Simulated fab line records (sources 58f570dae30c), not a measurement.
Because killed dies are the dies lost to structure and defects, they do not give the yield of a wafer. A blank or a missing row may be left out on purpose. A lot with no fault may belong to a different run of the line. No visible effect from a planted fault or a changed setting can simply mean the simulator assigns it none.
Matching of chambers + flow berkeley-cmos170 + UCB170_GATE_ETCH_15 on rie-si-02: 4 sister chambers
The step etches poly-Si in HBr/Cl2, stops on SiO2, time 56.3 s, target depth 278.2 nm. 4 wafers are shown with their chamber, then 7 later ones without.

== WAFERS PAIRED WITH THEIR CHAMBERS ==
| wafer  | chamber | throttle-valve-pct (%) |
|--------|---------|------------------------|
| L106.5 | 2       | 26.07                  |
| L107.3 | 1       | 26.29                  |
| L119.1 | 0       | 26.38                  |
| L119.3 | 3       | 26.51                  |

== WAFERS WITHOUT THEIR CHAMBER ==
| wafer  | throttle-valve-pct (%) |
|--------|------------------------|
| L119.6 | 26.08                  |
| L120.1 | 26.52                  |
| L120.2 | 26.36                  |
| L120.5 | 26.30                  |
| L121.1 | 26.30                  |
| L121.2 | 26.52                  |
| L121.5 | 26.50                  |

== EACH ONE'S CHAMBER ==
| wafer  | from the rows above | in truth |
|--------|---------------------|----------|
| L119.6 | 2                   | 2        |
| L120.1 | 3                   | 3        |
| L120.2 | 0                   | 0        |
| L120.5 | 1                   | 1        |
| L121.1 | 1                   | 1        |
| L121.2 | 3                   | 3        |
| L121.5 | 3                   | 3        |
Placed correctly: 7 of 7. Number that these rows cannot place: 0. Placed wrongly: 0.
How it was worked out, from the rows above alone: a wafer's distance from a chamber is the root of the sum, over the readings, of the square of ((its reading less the chamber's mean) divided by the reading's scatter). If the next closest chamber is less than 2 further off than the closest, the wafer can't be placed; otherwise it belongs to the closest. The mean given for a chamber averages the wafers shown for that chamber. The scatter (one wafer shown for each chamber): square how far every hidden wafer sits from the nearest shown wafer, average those squares and take the square root.
